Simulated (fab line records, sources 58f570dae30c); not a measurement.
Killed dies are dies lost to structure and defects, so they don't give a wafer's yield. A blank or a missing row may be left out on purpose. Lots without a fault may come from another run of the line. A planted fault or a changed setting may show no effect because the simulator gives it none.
One fault seen from 2 desks | flow berkeley_cmos170 | each desk has only its own numbers; what lay behind them comes last

THE TOOL OWNER'S DESK: rtp_anneal-01
The tool's own readings at UCB170_SILICIDE_RTA_04 (time 15 s): means of the sampled wafers that have a number, for each lot that ran on this tool. A lot is out of limits, marked OUT, if its mean lies more than 4 standard deviations from the usual mean; the brackets give that distance.
Columns: A = lamp_power_pct at UCB170_SILICIDE_RTA_04, usual 9.45 %; B = wafer_temp_C_max at UCB170_SILICIDE_RTA_04, usual 653.0
lot  | first seen here | A                | B
L713 | day 9 21:38     | 9.33             | 654.1
L720 | day 11 04:10    | 10.36 (+7.0) OUT | 683.1 (+40) OUT
L723 | day 11 10:20    | 10.36 (+7.0) OUT | 683.7 (+40) OUT
This desk's finding: out of limits on L720, L723; first on L720, day 11 04:10 (lamp_power_pct at UCB170_SILICIDE_RTA_04). In limits: L713.

THE METROLOGY DESK
What the gauges read, lot by lot, whatever tool the lot ran on: means of the sampled wafers that have a number. A lot is out of limits, marked OUT, if its mean lies more than 4 standard deviations from the usual mean; the brackets give that distance.
Columns: A = PSD_RS at UCB170_SDANNEAL_RS_MEAS_02, usual 75.56 ohm/sq; B = NSD_RS at UCB170_SDANNEAL_RS_MEAS_03, usual 37.29 ohm/sq; C = PLDD_RS at UCB170_SDANNEAL_RS_MEAS_04, usual 1031.9 ohm/sq; D = NLDD_RS at UCB170_SDANNEAL_RS_MEAS_05, usual 616.3 ohm/sq; E = SILICIDE_TI_RS at UCB170_SILICIDE_RS_MEAS_02, usual 26.2 ohm/sq; F = SILICIDE_TI_THK at UCB170_SILICIDE_THK_MEAS_03, usual 29.6 nm
lot  | first seen here | A     | B     | C      | D     | E    | F
L712 | day 9 20:27     | 75.70 | 37.39 | 1033.2 | 614.2 | 26.5 | 29.5
L713 | day 9 20:53     | 75.27 | 37.17 | 1030.1 | 613.8 | 26.3 | 29.6
L720 | day 11 03:25    | 75.83 | 37.22 | 1028.6 | 617.5 | 26.3 | 29.5
L723 | day 11 09:35    | 75.84 | 37.28 | 1033.4 | 614.8 | 25.9 | 30.0
L726 | day 12 06:38    | 75.74 | 37.30 | 1032.1 | 616.9 | 26.0 | 29.9
L728 | day 12 16:34    | 75.42 | 37.25 | 1034.3 | 616.7 | 26.1 | 29.6
This desk's finding: nothing out of limits on any of the 6 lots.

PUT TOGETHER
The tool owner's desk could have raised an alarm at day 11 04:10, on L720, L723.
The metrology desk saw nothing out of limits.
The metrology desk has L720, L723 on record, within its limits.
Of the lots named, all ran UCB170_SILICIDE_RTA_04 on rtp_anneal-01.

WHAT THE SIMULATOR HAD PUT IN
Process parameter drift: rtp_anneal-01, from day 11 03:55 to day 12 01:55, at UCB170_SILICIDE_RTA_04. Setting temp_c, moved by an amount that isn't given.
Lots struck among those shown: L720, L723.
Hours from the fault's start to each desk's first reading out of limits: the tool owner's desk, 0.
